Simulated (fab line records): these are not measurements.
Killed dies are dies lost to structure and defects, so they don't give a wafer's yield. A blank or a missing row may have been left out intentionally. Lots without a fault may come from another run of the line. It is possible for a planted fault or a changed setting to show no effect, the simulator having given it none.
fab line records -- flow rit_cmos
record lots=7, wafers=21, last_day=5
route steps=202 shown NSD@138 PSD@142 SDANNEAL@153 M1@202
lots that met no fault: taken from a fault-free run of the same line
start_h: hours from the record's opening day to when the first of the lot's shown wafers began -- wait_h: hours from the lot's prior step to this one -- " as in the row above -- L1.1+2: several wafers, shown together as one row -- - value missing, or start not given -- * or withheld: withheld -- < > ~ a bound
route shown NAME@n: NAME is a module with steps in the file, n the number in the route of the first one -- usual: mean/standard deviation taken from wafers without a fault -- same: alike in all rows -- chamber/n: place in a boat -- sites: the reading at each site -- _std_site: standard deviation across them -- _edge_site: inner sites' mean taken away from outer sites' mean -- radius_mm: how far each site lies from the wafer's centre -- mask NAME#n: copy n -- behind: the most recent tool/chamber to have shaped the wafer -- hold: why the lot went on hold/how many hours it stayed there/how the hold came to an end -- device: the n, p or np transistor that did not switch -- end of line: at the end of the route, the tests of the same wafers -- a step with no rows: only its recipe -- killed: at the first sort, the dies lost to defects and structure; wafer yield is something else -- map: a wafer's dies, marking killed ones x, the rest . and places with no die _
set.NAME: the setting as run; set.NAME@STEP: as run at that earlier step -- model.NAME: the simulator's own value behind a step, which no gauge read
certain route steps with their lots: each step a table, each wafer a row
services: when a tool's chamber went out of use (start_h, in hours from the record's first day, below 0 if earlier), for how many hours, and the reason
## steps
# step RIT_NSD_HARDBAKE_07
# recipe resist=NOVOLAK, temp_c=140, time_s=60
# step RIT_NSD_IMPLANT_08
# recipe species=P, energy_kev=25, dose_cm2=1e+15, tilt_deg=7
# step RIT_NSD_STRIP_09
# recipe chemistry=O2, time_s=180, resist=NOVOLAK, platen_temp_c=withheld, power_w=500, pressure_mtorr=4000, o2_flow_sccm=4000
# usual drypump_motor_current_A=5.6/0.43
# same time_s=180
lot.wafer,tool,chamber,start_h,wait_h,drypump_motor_current_A,rf_hours_counter_h
L103.2,plasma_asher-03,1,59.94,0.1,5.4,41
L103.3,plasma_asher-03,1,59.94,0.1,5.4,-
L103.5,plasma_asher-03,0,59.94,0.1,4.9,-
L105.1,plasma_asher-03,0,69.11,0.1,4.8,42
L105.4,plasma_asher-03,0,69.11,0.1,4.8,-
L105.5,plasma_asher-03,0,69.11,0.1,4.8,-
L110.4,plasma_asher-03,0,93.97,0.1,4.8,-
L110.5,plasma_asher-03,1,93.97,0.1,5.3,-
L110.6,plasma_asher-03,0,93.97,0.1,4.8,-
L111.3,plasma_asher-04,0,97.81,0.1,6.3,-
L111.5,plasma_asher-04,0,97.81,0.1,6.3,-
L111.6,plasma_asher-04,1,97.81,0.1,5.7,-
L114.1,plasma_asher-04,0,112.40,0.1,6.3,48
L114.3,plasma_asher-04,0,112.40,0.1,6.3,-
L114.6,plasma_asher-04,0,112.40,0.1,6.3,-
L115.1,plasma_asher-01,0,116.87,0.1,5.8,33
L115.5,plasma_asher-01,1,116.87,0.1,5.3,-
L115.6,plasma_asher-01,0,116.87,0.1,5.7,-
L116.1,plasma_asher-01,1,120.75,0.1,5.3,33
L116.3,plasma_asher-01,0,120.75,0.1,5.7,-
L116.4,plasma_asher-01,1,120.75,0.1,5.4,-
# step RIT_NSD_TW_MEAS_10
# usual NSD_TW=3131/38
lot.wafer,tool,chamber,start_h,wait_h,NSD_TW
L103.2,film_metro-02,-,60.12,0.1,3140
L103.3,film_metro-02,-,60.12,0.1,3138
L103.5,film_metro-02,-,60.12,0.1,3148
L105.1,film_metro-03,-,69.28,0.1,3086
L105.4,film_metro-03,-,69.28,0.1,3100
L105.5,film_metro-03,-,69.28,0.1,3098
L110.4,film_metro-01,-,94.12,0.1,3156
L110.5,film_metro-01,-,94.12,0.1,3152
L110.6,film_metro-01,-,94.12,0.1,3155
L111.3,film_metro-01,-,97.95,0.1,3168
L111.5,film_metro-01,-,97.95,0.1,3173
L111.6,film_metro-01,-,97.95,0.1,3143
L114.1,film_metro-01,-,112.57,0.1,3162
L114.3,film_metro-01,-,112.57,0.1,3164
L114.6,film_metro-01,-,112.57,0.1,3163
L115.1,film_metro-03,-,117.05,0.1,3096
L115.5,film_metro-03,-,117.05,0.1,3102
L115.6,film_metro-03,-,117.05,0.1,3090
L116.1,film_metro-02,-,120.92,0.1,3091
L116.3,film_metro-02,-,120.92,0.1,3124
L116.4,film_metro-02,-,120.92,0.1,3120
# step RIT_PSD_HMDS_00
# recipe prime_time_s=60, prime_temp_c=140
# step RIT_PSD_COAT_01
# recipe resist=NOVOLAK, spin_rpm=3250, resist_thk_nm=1000
# step RIT_PSD_SOFTBAKE_02
# recipe resist=NOVOLAK, temp_c=90, time_s=60
# step RIT_PSD_EXPOSE_03
# recipe mask_id=M10, na=0.57, target_cd_nm=40900, dose_mj=250
# step RIT_PSD_PEB_04
# recipe resist=NOVOLAK, temp_c=withheld, time_s=withheld
# step RIT_PSD_DEVELOP_05
# recipe resist=NOVOLAK, develop_time_s=50, dev_temp_c=23
# step RIT_PSD_OVL_MEAS_06
# usual PSD_OVL=-0.6/1.5
lot.wafer,tool,chamber,start_h,wait_h,PSD_OVL[nm]
L103.2,overlay-01,-,61.03,-,-1.9
L103.3,overlay-01,-,61.03,-,-2.5
L103.5,overlay-01,-,61.03,-,-0.5
L105.1,overlay-01,-,70.32,-,-1.4
L105.4,overlay-01,-,70.32,-,-0.9
L105.5,overlay-01,-,70.32,-,0.0
L110.4,overlay-02,-,95.14,-,-0.1
L110.5,overlay-02,-,95.14,-,-1.5
L110.6,overlay-02,-,95.14,-,0.6
L111.3,overlay-01,-,98.98,-,0.5
L111.5,overlay-01,-,98.98,-,-1.9
L111.6,overlay-01,-,98.98,-,-3.1
L114.1,overlay-02,-,113.61,-,-0.7
L114.3,overlay-02,-,113.61,-,-2.9
L114.6,overlay-02,-,113.61,-,0.0
L115.1,overlay-01,-,117.96,-,-0.8
L115.5,overlay-01,-,117.96,-,0.1
L115.6,overlay-01,-,117.96,-,-1.4
L116.1,overlay-01,-,121.83,-,-1.3
L116.3,overlay-01,-,121.83,-,0.2
L116.4,overlay-01,-,121.83,-,-1.0
# step RIT_PSD_HARDBAKE_07
# recipe resist=NOVOLAK, temp_c=140, time_s=60
# step RIT_PSD_IMPLANT_08
# recipe species=BF2, energy_kev=27, dose_cm2=5e+15, tilt_deg=7
# usual implant_ion_amu=49/0
lot.wafer,tool,chamber,start_h,wait_h,implant_ion_amu,model.implant.rp_nm,model.implant.drp_nm
L103.2,implanter-02,0,61.23,0.1,49,21.91,12.05
L103.3,implanter-02,0,61.23,0.1,49,21.91,12.05
L103.5,implanter-02,0,61.23,0.1,49,21.91,12.05
L105.1,implanter-03,0,70.50,0.1,49,21.64,12.05
L105.4,implanter-03,0,70.50,0.1,49,21.64,12.05
L105.5,implanter-03,0,70.50,0.1,49,21.64,12.05
L110.4,implanter-01,0,95.38,0.1,49,22.16,12.05
L110.5,implanter-01,0,95.38,0.1,49,22.16,12.05
L110.6,implanter-01,0,95.38,0.1,49,22.16,12.05
L111.3,implanter-03,0,99.20,0.1,49,22.31,12.05
L111.5,implanter-03,0,99.20,0.1,49,22.31,12.05
L111.6,implanter-03,0,99.20,0.1,49,22.31,12.05
L114.1,implanter-02,0,113.80,0.1,11,84.14,38.9
L114.3,implanter-02,0,113.80,0.1,11,84.14,38.9
L114.6,implanter-02,0,113.80,0.1,11,84.14,38.9
L115.1,implanter-03,0,118.15,0.1,11,89.02,38.9
L115.5,implanter-03,0,118.15,0.1,11,89.02,38.9
L115.6,implanter-03,0,118.15,0.1,11,89.02,38.9
L116.1,implanter-03,0,122.02,0.1,11,89.22,38.9
L116.3,implanter-03,0,122.02,0.1,11,89.22,38.9
L116.4,implanter-03,0,122.02,0.1,11,89.22,38.9
# step RIT_PSD_STRIP_09
# recipe chemistry=O2, time_s=180, resist=NOVOLAK, platen_temp_c=withheld, power_w=500, pressure_mtorr=4000, o2_flow_sccm=4000
# usual drypump_motor_current_A=5.6/0.48
# same time_s=180
lot.wafer,tool,chamber,start_h,wait_h,drypump_motor_current_A,rf_hours_counter_h
L103.2,plasma_asher-04,1,61.36,0.1,5.7,43
L103.3,plasma_asher-04,1,61.36,0.1,5.7,-
L103.5,plasma_asher-04,1,61.36,0.1,5.7,-
L105.1,plasma_asher-04,1,70.65,0.1,5.7,44
L105.4,plasma_asher-04,0,70.65,0.1,6.3,-
L105.5,plasma_asher-04,0,70.65,0.1,6.3,-
L110.4,plasma_asher-03,0,95.52,0.1,4.8,-
L110.5,plasma_asher-03,0,95.52,0.1,4.8,-
L110.6,plasma_asher-03,1,95.52,0.1,5.3,-
L111.3,plasma_asher-02,0,99.36,0.1,5.3,-
L111.5,plasma_asher-02,0,99.36,0.1,5.3,-
L111.6,plasma_asher-02,1,99.36,0.1,6.0,-
L114.1,plasma_asher-04,0,113.95,0.1,6.3,49
L114.3,plasma_asher-04,1,113.95,0.1,5.7,-
L114.6,plasma_asher-04,0,113.95,0.1,6.3,-
L115.1,plasma_asher-02,0,118.30,0.1,5.3,0
L115.5,plasma_asher-02,0,118.30,0.1,5.3,-
L115.6,plasma_asher-02,1,118.30,0.1,6.1,-
L116.1,plasma_asher-02,1,122.17,0.1,6.0,1
L116.3,plasma_asher-02,1,122.17,0.1,6.0,-
L116.4,plasma_asher-02,0,122.17,0.1,5.3,-
# step RIT_PSD_TW_MEAS_10
# usual PSD_TW=3448/31
lot.wafer,tool,chamber,start_h,wait_h,PSD_TW
L103.2,film_metro-02,-,61.54,0.1,3447
L103.3,film_metro-02,-,61.54,0.1,3454
L103.5,film_metro-02,-,61.54,0.1,3452
L105.1,film_metro-02,-,70.83,0.1,3434
L105.4,film_metro-02,-,70.83,0.1,3460
L105.5,film_metro-02,-,70.83,0.1,3439
L110.4,film_metro-01,-,95.66,0.1,3487
L110.5,film_metro-01,-,95.66,0.1,3479
L110.6,film_metro-01,-,95.66,0.1,3487
L111.3,film_metro-02,-,99.50,0.1,3426
L111.5,film_metro-02,-,99.50,0.1,3456
L111.6,film_metro-02,-,99.50,0.1,3454
L114.1,film_metro-02,-,114.12,0.1,2909
L114.3,film_metro-02,-,114.12,0.1,2907
L114.6,film_metro-02,-,114.12,0.1,2896
L115.1,film_metro-01,-,118.47,0.1,2947
L115.5,film_metro-01,-,118.47,0.1,2952
L115.6,film_metro-01,-,118.47,0.1,2952
L116.1,film_metro-02,-,122.34,0.1,2901
L116.3,film_metro-02,-,122.34,0.1,2883
L116.4,film_metro-02,-,122.34,0.1,2896
# step RIT_SDANNEAL_CLEAN_00
# recipe chemistry=SC1, mix=3:3:50, time_s=600, temp_c=75
# step RIT_SDANNEAL_CLEAN_01
# recipe chemistry=dHF, dilution=50:1, time_s=30
# step RIT_SDANNEAL_CLEAN_02
# recipe chemistry=SC2, mix=3:3:50, time_s=600, temp_c=75, dry=n2_spin
# step RIT_SDANNEAL_RTA_03
# recipe temp_c=1050, time_s=5, idle_temp_c=600, ramp_up_c_per_s=342, ramp_down_c_per_s=171, cool_to_c=600, ambient=N2
# usual wafer_temp_C_max=1053.5/1.2
# same time_s=5
lot.wafer,tool,chamber,start_h,wait_h,wafer_temp_C_max
L103.2,rtp_anneal-02,0,62.04,0.0,1055.8
L103.3,rtp_anneal-02,0,62.04,0.0,1053.8
L103.5,rtp_anneal-02,0,62.04,0.0,1054.3
L105.1,rtp_anneal-01,0,71.26,0.0,1052.2
L105.4,rtp_anneal-01,0,71.26,0.0,1054.8
L105.5,rtp_anneal-01,0,71.26,0.0,1052.3
L110.4,rtp_anneal-02,0,96.09,0.0,1055.4
L110.5,rtp_anneal-02,0,96.09,0.0,1053.2
L110.6,rtp_anneal-02,0,96.09,0.0,1053.0
L111.3,rtp_anneal-01,0,99.92,0.0,1052.7
L111.5,rtp_anneal-01,0,99.92,0.0,1055.2
L111.6,rtp_anneal-01,0,99.92,0.0,1054.5
L114.1,rtp_anneal-02,0,114.56,0.0,1055.3
L114.3,rtp_anneal-02,0,114.56,0.0,1053.0
L114.6,rtp_anneal-02,0,114.56,0.0,1052.1
L115.1,rtp_anneal-01,0,118.90,0.0,1052.9
L115.5,rtp_anneal-01,0,118.90,0.0,1054.7
L115.6,rtp_anneal-01,0,118.90,0.0,1056.8
L116.1,rtp_anneal-02,0,122.79,0.0,1054.6
L116.3,rtp_anneal-02,0,122.79,0.0,1052.2
L116.4,rtp_anneal-02,0,122.79,0.0,1054.1
# step RIT_SDANNEAL_RS_MEAS_04
# recipe thk_meas_gauge=four-point-probe
# usual PSD_RS=115.98/0.24
lot.wafer,tool,chamber,start_h,wait_h,PSD_RS[ohm/sq]
L103.2,film_metro-01,-,62.10,0.1,115.63
L103.3,film_metro-01,-,62.10,0.1,115.94
L103.5,film_metro-01,-,62.10,0.1,115.76
L105.1,film_metro-03,-,71.32,0.0,116.33
L105.4,film_metro-03,-,71.32,0.0,115.64
L105.5,film_metro-03,-,71.32,0.0,115.69
L110.4,film_metro-03,-,96.18,0.1,116.06
L110.5,film_metro-03,-,96.18,0.1,115.70
L110.6,film_metro-03,-,96.18,0.1,115.73
L111.3,film_metro-03,-,100.00,0.1,116.46
L111.5,film_metro-03,-,100.00,0.1,116.17
L111.6,film_metro-03,-,100.00,0.1,116.30
L114.1,film_metro-03,-,114.62,0.0,45.00
L114.3,film_metro-03,-,114.62,0.0,45.00
L114.6,film_metro-03,-,114.62,0.0,45.00
L115.1,film_metro-03,-,118.96,0.0,45.14
L115.5,film_metro-03,-,118.96,0.0,45.04
L115.6,film_metro-03,-,118.96,0.0,45.10
L116.1,film_metro-01,-,122.84,0.0,45.05
L116.3,film_metro-01,-,122.84,0.0,45.02
L116.4,film_metro-01,-,122.84,0.0,45.00
# step RIT_SDANNEAL_RS_MEAS_05
# recipe thk_meas_gauge=four-point-probe
# usual NSD_RS=84.48/0.29
lot.wafer,tool,chamber,start_h,wait_h,NSD_RS[ohm/sq]
L103.2,film_metro-01,-,62.22,0.1,84.45
L103.3,film_metro-01,-,62.22,0.1,84.05
L103.5,film_metro-01,-,62.22,0.1,83.99
L105.1,film_metro-03,-,71.44,0.1,84.32
L105.4,film_metro-03,-,71.44,0.1,84.08
L105.5,film_metro-03,-,71.44,0.1,84.23
L110.4,film_metro-03,-,96.30,0.1,84.61
L110.5,film_metro-03,-,96.30,0.1,84.45
L110.6,film_metro-03,-,96.30,0.1,84.81
L111.3,film_metro-03,-,100.12,0.1,84.10
L111.5,film_metro-03,-,100.12,0.1,84.40
L111.6,film_metro-03,-,100.12,0.1,83.96
L114.1,film_metro-03,-,114.74,0.1,84.56
L114.3,film_metro-03,-,114.74,0.1,84.62
L114.6,film_metro-03,-,114.74,0.1,84.60
L115.1,film_metro-03,-,119.08,0.1,84.50
L115.5,film_metro-03,-,119.08,0.1,84.44
L115.6,film_metro-03,-,119.08,0.1,84.42
L116.1,film_metro-01,-,122.96,0.1,84.93
L116.3,film_metro-01,-,122.96,0.1,85.09
L116.4,film_metro-01,-,122.96,0.1,84.86
# step RIT_M1_PROBE_99
# usual killed_at_contacts=0.1/0.31, killed_at_front_end=6.3/2.7, killed_dies=6.4/2.7, killed_open=3.3/2, killed_short=3/1.8
# same gross_dies=264, killed_at_M0_to_M3=0, killed_at_M4_up=0, killed_at_back_side=0, killed_at_other=0
lot.wafer,tool,chamber,start_h,wait_h,killed_at_contacts,killed_at_front_end,killed_dies,killed_open,killed_short
L105.1,prober-02,-,78.91,0.1,0,7,7,5,2
L105.4,prober-02,-,79.06,0.2,0,5,5,4,1
L105.5,prober-02,-,79.11,0.2,0,4,4,1,3
L111.3,prober-02,-,107.47,0.2,0,4,4,2,2
L111.5,prober-02,-,107.57,0.2,1,3,4,3,1
L111.6,prober-02,-,107.62,0.2,0,6,6,4,2
L114.1,prober-02,-,122.26,0.1,0,9,9,6,3
L114.3,prober-02,-,122.36,0.2,0,9,9,3,6
L114.6,prober-02,-,122.51,0.2,0,11,11,7,4
L115.1,prober-01,-,126.46,0.1,0,11,11,7,4
L115.5,prober-01,-,126.66,0.2,0,6,6,2,4
L115.6,prober-01,-,126.71,0.2,0,4,4,2,2
L116.1,prober-02,-,130.12,0.1,0,5,5,3,2
L116.3,prober-02,-,130.22,0.2,0,5,5,2,3
L116.4,prober-02,-,130.27,0.2,0,6,6,4,2
# killed by level:class
L105.1 REOX:geometric_particle:open=4 FOX1:geometric_particle:open=1 GATE:geometric_particle:short=1 REOX:geometric_particle:short=1
L105.4 REOX:geometric_particle:open=3 FOX1:geometric_particle:open=1 FOX2:geometric_particle:short=1
L105.5 REOX:geometric_particle:short=2 FOX1:geometric_particle:open=1 SILICIDE:geometric_particle:short=1
L111.3 GATE:geometric_particle:open=2 GATE:geometric_particle:short=1 SILICIDE:geometric_particle:short=1
L111.5 FOX2:geometric_particle:open=1 GATE:geometric_particle:open=1 SPACER:geometric_particle:open=1 CONTACT:geometric_particle:short=1
L111.6 GATE:geometric_particle:open=3 GATE:geometric_particle:short=1 REOX:geometric_particle:open=1 SILICIDE:geometric_particle:short=1
L114.1 GATE:geometric_particle:open=5 GATE:geometric_particle:short=2 FOX1:geometric_particle:open=1 SPACER:geometric_particle:short=1
L114.3 GATE:geometric_particle:short=5 GATE:geometric_particle:open=2 FOX1:geometric_particle:short=1 SILICIDE:geometric_particle:open=1
L114.6 GATE:geometric_particle:open=5 GATE:geometric_particle:short=4 REOX:geometric_particle:open=2
L115.1 SPACER:geometric_particle:open=5 GATE:geometric_particle:short=3 GATE:geometric_particle:open=2 SPACER:geometric_particle:short=1
L115.5 SPACER:geometric_particle:short=2 GATE:geometric_particle:open=1 GATE:geometric_particle:short=1 REOX:geometric_particle:short=1 REOX:geometric_particle:open=1
L115.6 FOX2:geometric_particle:open=1 FOX2:geometric_particle:short=1 GATE:geometric_particle:open=1 GATE:geometric_particle:short=1
L116.1 FOX1:geometric_particle:open=1 FOX2:geometric_particle:short=1 GATE:geometric_particle:open=1 REOX:geometric_particle:open=1 SPACER:geometric_particle:short=1
L116.3 FOX1:geometric_particle:short=1 GATE:geometric_particle:short=1 GATE:geometric_particle:open=1 REOX:geometric_particle:open=1 SILICIDE:geometric_particle:short=1
L116.4 GATE:geometric_particle:open=2 FOX1:geometric_particle:open=1 FOX2:geometric_particle:open=1 FOX2:geometric_particle:short=1 REOX:geometric_particle:short=1
## services
tool,chamber,start_h,hours,kind
rtp_anneal-02,-,43.34,4.9,pm
plasma_asher-04,-,68.49,0.4,repair
plasma_asher-02,-,108.75,9.0,pm
plasma_asher-02,0,108.75,9.0,vent_cycle
plasma_asher-02,1,108.75,9.0,vent_cycle
implanter-01,-,112.60,2.9,repair
plasma_asher-02,0,117.75,-,clean
plasma_asher-02,1,117.75,-,clean
implanter-02,-,122.15,2.2,repair
## key
first_sign step=RIT_PSD_IMPLANT_08, reading=implant_ion_amu, direction=down, sigmas=99+, usual=49, struck=11
effect step=RIT_PSD_TW_MEAS_10, reading=PSD_TW, direction=down, sigmas=17, usual=3448, struck=2916
effect step=RIT_SDANNEAL_RS_MEAS_04, reading=PSD_RS, direction=down, sigmas=99+, usual=115.98, struck=45.04
model_effect step=RIT_PSD_IMPLANT_08, value=implant.rp_nm, without=21.75, struck=87.46
met_at RIT_PSD_IMPLANT_08
struck_wafers L114.1,L114.3,L114.6,L115.1,L115.5,L115.6,L116.1,L116.3,L116.4
tester_left_out L114,L115,L116
onset_between 99.20 113.80
fault kind=wrong_recipe_download, tool=implanter-01,implanter-02,implanter-03, chamber=-, onset_h=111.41, steps=RIT_PSD_IMPLANT_08, wrong_recipe.not_listed=1
# tester_left_out: of these lots the tester's yield and bins aren't shown, on N5 and GAA mostly nor the transistor test; their killed dies are dies lost to structure and defects alone, not to doping, threshold or leakage, so they don't give the yield
